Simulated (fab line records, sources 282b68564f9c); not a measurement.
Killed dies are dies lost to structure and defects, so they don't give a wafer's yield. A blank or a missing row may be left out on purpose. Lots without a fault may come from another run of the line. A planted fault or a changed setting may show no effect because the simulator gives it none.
Split-lot experiment | flow rit_cmos | 5 lots, 23 wafers read, on a route of 202 steps

THE SPLIT
At RIT_PLDD_COAT_01 (resist thk 1000 nm), the setting spin_rpm was moved away from the recipe's 3250 rpm on 6 of the 23 wafers read, by -7.1% to -3.1%. The other wafers ran this setting at the recipe's value.

FROM THE SPLIT TO THE READING: what the file shows between them, 3 steps
- RIT_PLDD_SOFTBAKE_02: time 60 s
- RIT_PLDD_EXPOSE_03: exposes mask M8, target cd 40900 nm
- RIT_PLDD_DEVELOP_05: develop time 50 s

THE READING
NOVOLAK_of_PLDD_COAT_01.thk_nm (the simulator's own value, which no gauge read), in nm, at RIT_PLDD_HARDBAKE_07 (time 60 s). The file gives no usual value for it. The 17 wafers here that ran the recipe average 884.7 nm, standard deviation 1.7 nm.

wafer  | tool, chamber at the split | spin_rpm as run, rpm | against the recipe | NOVOLAK_of_PLDD_COAT_01.thk_nm, nm | against lot-mates on the recipe
L074.2 | litho_track-02, 0          | 3020                 | -7.1%              | 914                                | +32.0
L074.3 | litho_track-02, 0          | 3020                 | -7.1%              | 912.3                              | +30.2
L074.4 | litho_track-02, 0          | 3020                 | -7.1%              | 915.7                              | +33.7
L074.5 | litho_track-02, 0          | 3250                 | recipe             | 882.3                              | -
L074.6 | litho_track-02, 0          | 3250                 | recipe             | 881.8                              | -
L077.3 | litho_track-02, 0          | 3250                 | recipe             | 884.9                              | -
L077.4 | litho_track-02, 0          | 3250                 | recipe             | 883.4                              | -
L077.5 | litho_track-02, 0          | 3250                 | recipe             | 885                                | -
L078.1 | litho_track-04, 0          | 3250                 | recipe             | 883                                | -
L078.2 | litho_track-04, 0          | 3250                 | recipe             | 883.5                              | -
L078.3 | litho_track-04, 0          | 3250                 | recipe             | 884.2                              | -
L078.5 | litho_track-04, 0          | 3250                 | recipe             | 883.4                              | -
L078.6 | litho_track-04, 0          | 3250                 | recipe             | 884.1                              | -
L081.1 | litho_track-02, 0          | 3250                 | recipe             | 885.2                              | -
L081.3 | litho_track-02, 0          | 3250                 | recipe             | 886                                | -
L081.4 | litho_track-02, 0          | 3250                 | recipe             | 885.8                              | -
L081.5 | litho_track-02, 0          | 3250                 | recipe             | 887.3                              | -
L081.6 | litho_track-02, 0          | 3250                 | recipe             | 885.6                              | -
L084.1 | litho_track-03, 0          | 3149                 | -3.1%              | 900.4                              | +13.0
L084.2 | litho_track-03, 0          | 3149                 | -3.1%              | 900.3                              | +12.9
L084.3 | litho_track-03, 0          | 3250                 | recipe             | 888                                | -
L084.4 | litho_track-03, 0          | 3250                 | recipe             | 886.8                              | -
L084.6 | litho_track-03, 0          | 3149                 | -3.1%              | 899.5                              | +12.1

THE FIT
A straight line over all 23 wafers: NOVOLAK_of_PLDD_COAT_01.thk_nm changes by -4.23 nm for each +1% of spin_rpm; r = -0.99; the points scatter about the line by 1.8 nm.
The same after taking each lot's own level away (the mean of its wafers on the recipe; 23 wafers): -4.46 nm for each +1%; r = -1.00; scatter 0.89 nm.
On that fit, the largest move of spin_rpm shifts the reading by 32 nm.
The lots' own levels span 882.05 to 887.40 nm, that is 3.2 times the standard deviation above.
So the lot-to-lot level changes the slope little: the two slopes agree.
Check: with one of the wafers moved furthest among these (-7.1%) left out of the fit, the line predicts +31.3 nm for it against its lot-mates. It came out at +32 nm against them.

OTHER SPLITS ON THESE WAFERS
These wafers also went through other splits before the reading. Each is held against what the fit with the lots' levels taken away leaves over:
other split on the same wafers      | wafers away from the commonest value | r with NOVOLAK_of_PLDD_COAT_01.thk_nm (lot level and that fit taken away)
RIT_ACTIVE_CVD_03 nh3_flow_sccm     | 18                                   | +0.10
RIT_FOX1_OXIDATION_00 ox_time_s     | 10                                   | -0.09
RIT_NWELL_SOFTBAKE_02 temp_c        | 11                                   | -0.26
RIT_NWELL_DEVELOP_05 develop_time_s | 8                                    | +0.13
RIT_PWELL_IMPLANT_08 dose_cm2       | 10                                   | +0.18
RIT_NRETRO_COAT_01 resist_thk_nm    | 11                                   | +0.45
RIT_PRETRO_IMPLANT_08 energy_kev    | 8                                    | +0.30
RIT_GATE_CVD_08 sih4_flow_sccm      | 10                                   | -0.29
RIT_GATE_DEVELOP_15 develop_time_s  | 7                                    | -0.38
RIT_REOX_OXIDATION_03 temp_c        | 10                                   | -0.32

THE WHOLE CHAIN: every reading that the file lists as answering this split, in the file's order
step                 | what it does       | reading                                                                         | change (the file's fit)              | r (the file's)
RIT_PLDD_COAT_01     | resist thk 1000 nm | NOVOLAK_of_PLDD_COAT_01.thk_nm (the simulator's own value, which no gauge read) | -5.08 nm for each +1% of the setting | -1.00
RIT_PLDD_HARDBAKE_07 | time 60 s          | NOVOLAK_of_PLDD_COAT_01.thk_nm (the simulator's own value, which no gauge read) | -4.44 nm for each +1% of the setting | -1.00

THE FILE'S OWN FIT
NOVOLAK_of_PLDD_COAT_01.thk_nm changes by -4.44 nm for each +1% of spin_rpm, r = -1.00.
